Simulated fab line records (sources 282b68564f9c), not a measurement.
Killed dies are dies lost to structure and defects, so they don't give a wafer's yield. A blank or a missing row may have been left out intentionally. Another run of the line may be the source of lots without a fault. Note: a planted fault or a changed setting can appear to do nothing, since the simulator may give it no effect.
Which tool is to blame? -- flow rit cmos -- 15 lots, 45 wafers sampled, at 5 steps of a route of 202

== WHAT THE GAUGES SHOWED, per wafer ==
RIT_FOX2_THK_MEAS_01.
lot,measured,on,FOX2_OXIDE_THK (nm)
L350,day 2 00:40,film metro-02,352 353 349
L352,day 2 11:22,film metro-02,345 347 345
L353,day 2 15:41,film metro-01,351 357 350
L354,day 2 19:26,film metro-01,355 352 353
L357,day 3 11:52,film metro-02,339 348 345
L358,day 3 15:23,film metro-02,354 361 358
L361,day 4 08:06,film metro-02,358 344 347
L362,day 4 11:29,film metro-01,352 360 354
L363,day 4 17:20,film metro-02,343 344 344
L364,day 4 22:50,film metro-02,352 356 355
L365,day 5 03:42,film metro-02,345 347 342
L366,day 5 07:26,film metro-02,348 339 342
L369,day 5 22:55,film metro-02,346 344 344
L370,day 6 03:26,film metro-02,346 343 347
L371,day 6 09:04,film metro-02,352 351 355

RIT_NWELL_OVL_MEAS_06.
lot,measured,on,NWELL_OVL (nm)
L350,day 2 02:43,overlay-02,0.7 1.5 0.9
L352,day 2 13:11,overlay-01,0.7 -0.6 1.8
L353,day 2 17:31,overlay-01,0.6 -0.3 1.2
L354,day 2 21:16,overlay-02,-1.8 -0.8 -4.0
L357,day 3 13:41,overlay-01,-0.2 3.2 2.7
L358,day 3 17:16,overlay-02,-0.3 -0.6 0.4
L361,day 4 10:06,overlay-01,0.1 -0.8 -1.1
L362,day 4 13:33,overlay-02,2.6 1.8 -0.4
L363,day 4 19:24,overlay-02,-1.4 -2.3 -0.7
L364,day 5 00:46,overlay-02,1.5 0.3 0.9
L365,day 5 05:31,overlay-01,-0.7 0.0 0.3
L366,day 5 09:27,overlay-01,-0.9 -0.3 -1.9
L369,day 6 00:44,overlay-01,1.6 -0.1 -0.4
L370,day 6 05:29,overlay-01,1.4 0.7 0.3
L371,day 6 11:01,overlay-01,3.2 3.8 2.8

RIT_GATE_CD_MEAS_16: target cd 150 nm.
lot,measured,on,cd nm (nm)
L350,day 2 18:52,cd sem-02,149.9 151.4 151.5
L352,day 3 06:55,cd sem-02,149.0 146.1 147.3
L353,day 3 10:06,cd sem-01,156.7 153.2 154.7
L354,day 3 15:02,cd sem-01,151.8 150.3 150.6
L357,day 4 05:00,cd sem-01,145.0 149.0 148.0
L358,day 4 09:49,cd sem-01,152.0 151.6 150.1
L361,day 5 01:25,cd sem-02,148.8 151.5 151.0
L362,day 5 05:05,cd sem-01,146.4 149.9 148.1
L363,day 5 11:33,cd sem-02,156.2 154.2 155.9
L364,day 5 16:28,cd sem-01,152.1 152.0 150.7
L365,day 5 20:57,cd sem-01,157.8 153.4 155.7
L366,day 6 01:07,cd sem-01,152.5 151.5 148.9
L369,day 6 17:11,cd sem-01,201.5 201.5 200.6
L370,day 6 21:06,cd sem-01,193.6 194.8 195.6
L371,day 7 02:39,cd sem-01,181.2 184.6 184.5

RIT_REOX_THK_MEAS_04.
lot,measured,on,REOX_OXIDE_THK (nm)
L350,day 2 22:39,film metro-01,25.8 25.5 25.6
L352,day 3 10:44,film metro-02,24.4 24.7 24.6
L353,day 3 13:54,film metro-01,25.6 25.1 25.2
L354,day 3 18:40,film metro-01,24.6 24.9 24.1
L357,day 4 08:49,film metro-02,24.4 24.7 25.0
L358,day 4 14:04,film metro-01,25.2 24.8 25.1
L361,day 5 05:02,film metro-02,25.2 25.1 25.3
L362,day 5 08:48,film metro-02,24.9 24.8 25.0
L363,day 5 15:11,film metro-04,25.6 26.0 25.7
L364,day 5 20:07,film metro-04,26.7 26.4 26.6
L365,day 6 00:35,film metro-02,25.2 25.6 25.1
L366,day 6 05:13,film metro-02,25.7 26.0 25.5

== WHICH TOOL RAN EACH LOT (tool, then ch and the chambers of the sampled wafers, then the start) ==
lot,RIT_GATE_EXPOSE_13
L350,"iline stepper-02 ch 0, day 2 18:28"
L352,"iline stepper-02 ch 0, day 3 06:31"
L353,"iline stepper-01 ch 0, day 3 09:41"
L354,"iline stepper-02 ch 0, day 3 14:38"
L357,"iline stepper-01 ch 0, day 4 04:36"
L358,"iline stepper-02 ch 0, day 4 09:25"
L361,"iline stepper-02 ch 0, day 5 01:01"
L362,"iline stepper-01 ch 0, day 5 04:41"
L363,"iline stepper-02 ch 0, day 5 11:08"
L364,"iline stepper-01 ch 0, day 5 16:03"
L365,"iline stepper-01 ch 0, day 5 20:33"
L366,"iline stepper-02 ch 0, day 6 00:43"
L369,"iline stepper-02 ch 0, day 6 16:47"
L370,"iline stepper-02 ch 0, day 6 20:42"
L371,"iline stepper-02 ch 0, day 7 02:15"
- RIT_GATE_EXPOSE_13: exposes mask M6, target cd 150 nm.

== WHAT THE TOOLS THEMSELVES READ (means of the sampled wafers that have a number; where no wafer has one, the mark that the record gives instead) ==
RIT_GATE_EXPOSE_13.
lot,tool,exposure dose mJ cm2
L350,iline stepper-02,380.3
L352,iline stepper-02,379.7
L353,iline stepper-01,380.0
L354,iline stepper-02,380.2
L357,iline stepper-01,379.6
L358,iline stepper-02,380.2
L361,iline stepper-02,380.0
L362,iline stepper-01,379.7
L363,iline stepper-02,379.9
L364,iline stepper-01,380.4
L365,iline stepper-01,380.2
L366,iline stepper-02,380.6
L369,iline stepper-02,342.7
L370,iline stepper-02,350.0
L371,iline stepper-02,356.2

== THE ANSWER, worked out from the rows above alone ==
Rule: what is usual is taken from the lots themselves. Put in order of their means at a reading, lots are off if they are a third of the lots or fewer, leave a main group of 4 or more, and stand apart from it by a gap of 3 or more times the standard deviation of the main group's means; of several such gaps the widest counts. The tables above print the reading to a certain number of digits; a main group whose means all agree to those digits is not used. A lot without any number at a reading at which 4 lots or more have one is off too. Where the step has rows for the other lots, those lots are counted as sound. After the gauges, taken in route order, come the tools' own readings; for these a lot's mean is taken, as printed above. At the first step where some lot is off, the reading lying furthest off is the one used; lots without a number count as furthest.
Off: L369, L370, L371 (RIT_GATE_CD_MEAS_16, cd nm). For the main group the mean is 151.2 nm and the standard deviation 2.7.
If a tool, at a process step before that reading, ran all the lots that are off and no sound lot after the first of them, it fits. The gauges at RIT_GATE_CD_MEAS_16 aren't tried: what is off there is off at RIT_GATE_EXPOSE_13 too, on other tools, and a gauge's error can't cause that. One fits: RIT_GATE_EXPOSE_13 on iline stepper-02. A fault onset in the window from L366 (day 6 00:43, its last sound lot) to L369 (day 6 16:47, its first lot off) fits.
The tool's own readings at RIT_GATE_EXPOSE_13 bear it out: on the lots that are off they differ by more than 5 times the standard deviation of the sound lots' means. exposure dose mJ cm2 reads 349.6 there against 380.1 on the sound lots.

== WHAT WAS PUT IN BY THE SIMULATOR ==
Drift in process parameters on iline stepper-02 at RIT_GATE_EXPOSE_13, starting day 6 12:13. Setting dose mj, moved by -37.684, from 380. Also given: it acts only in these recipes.
Shown lots that were struck: L369, L370, L371. Same finding as the rule above.
